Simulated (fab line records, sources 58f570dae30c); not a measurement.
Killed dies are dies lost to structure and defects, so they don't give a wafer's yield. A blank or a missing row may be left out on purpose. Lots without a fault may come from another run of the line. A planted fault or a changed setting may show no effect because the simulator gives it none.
Problem report in the 8D (eight disciplines) form, filled by code | flow berkeley_cmos170 | the parts of the form that need people (team, actions taken, sign-off) are left out

1. THE PROBLEM
M3_AL_RS at UCB170_M3_RS_MEAS_02 reads a mean of 0.0565 ohm/sq on 3 wafers of 2 lots; wafers without a fault read 0.0322 ohm/sq with a standard deviation of 0.00032. That is +76 standard deviations from the usual mean.
The step: measures by four-point-probe.
First seen on wafer L833.6, day 10 06:24, on film_metro-04. The record holds 42 wafers of 14 lots with a number at this step. Rule for "out", or "out of limits": more than 4 standard deviations from the usual mean. The other wafers with a number count as sound.

2. WHAT IT IS AND WHAT IT IS NOT
question                    | is                           | is not
which readings at this step | M3_AL_RS                     | -
which lots                  | L833, L837                   | L829, L830, L831, L834, L835, L836, L841, L845, L846, L848, L849, L850
which wafers of those lots  | L833.6, L837.1, L837.6       | L833.1, L833.2, L837.5
read on which gauges        | film_metro-01, film_metro-04 | film_metro-02
when                        | from day 10 06:24            | up to then (14 sound wafers); but 25 sound wafers of L831, L836, L837, L841, L845, L846, L848, L849, L850 came after

3. SUSPECTS, AND WHAT RULES EACH OUT
Counting: a tool at a process step up to the reading stays a suspect if it ran every lot that is out. Sound lots after the first of them don't rule it out here, since some wafers of a struck lot are sound.
- the gauge at UCB170_M3_RS_MEAS_02: ruled out. The wafers that are out were read on 2 gauges (film_metro-01, film_metro-04).
- cmp-02 at UCB170_V1_CMP_02 (polishes SiO2): kept. It ran every lot that is out, first L833 (day 9 18:46); its last sound lot up to then is L830 (day 9 18:28).
- pvd_sputter-01 at UCB170_M3_SPUTTER_01 (material Al, target thk 900 nm, time 120 s): kept. It ran every lot that is out, first L833 (day 10 06:19); its last sound lot up to then is L835 (day 9 22:20).
Left after counting: cmp-02 at UCB170_V1_CMP_02, pvd_sputter-01 at UCB170_M3_SPUTTER_01.

4. THE CAUSE (what the simulator had put in)
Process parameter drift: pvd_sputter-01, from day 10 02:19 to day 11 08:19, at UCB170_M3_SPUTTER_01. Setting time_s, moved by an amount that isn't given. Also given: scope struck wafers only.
Counting left 2 suspects, and this tool is among them.

5. THE CHAIN OF EFFECTS, in route order
Each row: a reading whose mean over the struck wafers that have a number lies more than 3 standard deviations from the usual. Only readings for which the record gives a usual standard deviation are gone through. hours: the time from each lot's start at the first step in this table that gives one to its start at this step, as a median over the lots. sigmas: the change in usual standard deviations.
hours | step                    | reading        | usual         | on struck wafers | change  | sigmas
0     | UCB170_M3_RS_MEAS_02    | M3_AL_RS       | 0.0322 ohm/sq | 0.0565           | +0.0243 | +76
0     | UCB170_M3_THK_MEAS_03   | M3_AL_THK      | 912 nm        | 523              | -389    | -40
4     | UCB170_M3_METAL_ETCH_18 | oes_product_au | 0.854 a.u.    | 0.657            | -0.197  | -14
The process steps in it:
- UCB170_M3_METAL_ETCH_18: etches Al in Cl2/BCl3, stops on SiO2, target depth 1170 nm, time 195 s.
Later measuring or inspecting steps at which every struck wafer that the step has a row for has a number for every such reading, and none has moved that far: UCB170_M3_BOW_MEAS_20.

6. WHAT WOULD HAVE CAUGHT IT SOONER
In this record the first reading out of limits at a measuring or inspecting step was taken at day 10 06:24, 4 hours after the fault began at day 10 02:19.
Of the tool readings at UCB170_M3_SPUTTER_01 for which the record gives a usual standard deviation, none was out on any struck wafer, so an alarm limit of 4 standard deviations on them would not have fired.
Of the lots that are out (2), L837 began UCB170_M3_SPUTTER_01 on pvd_sputter-01 after day 10 06:24. A hold on the tool at that time would have spared it.
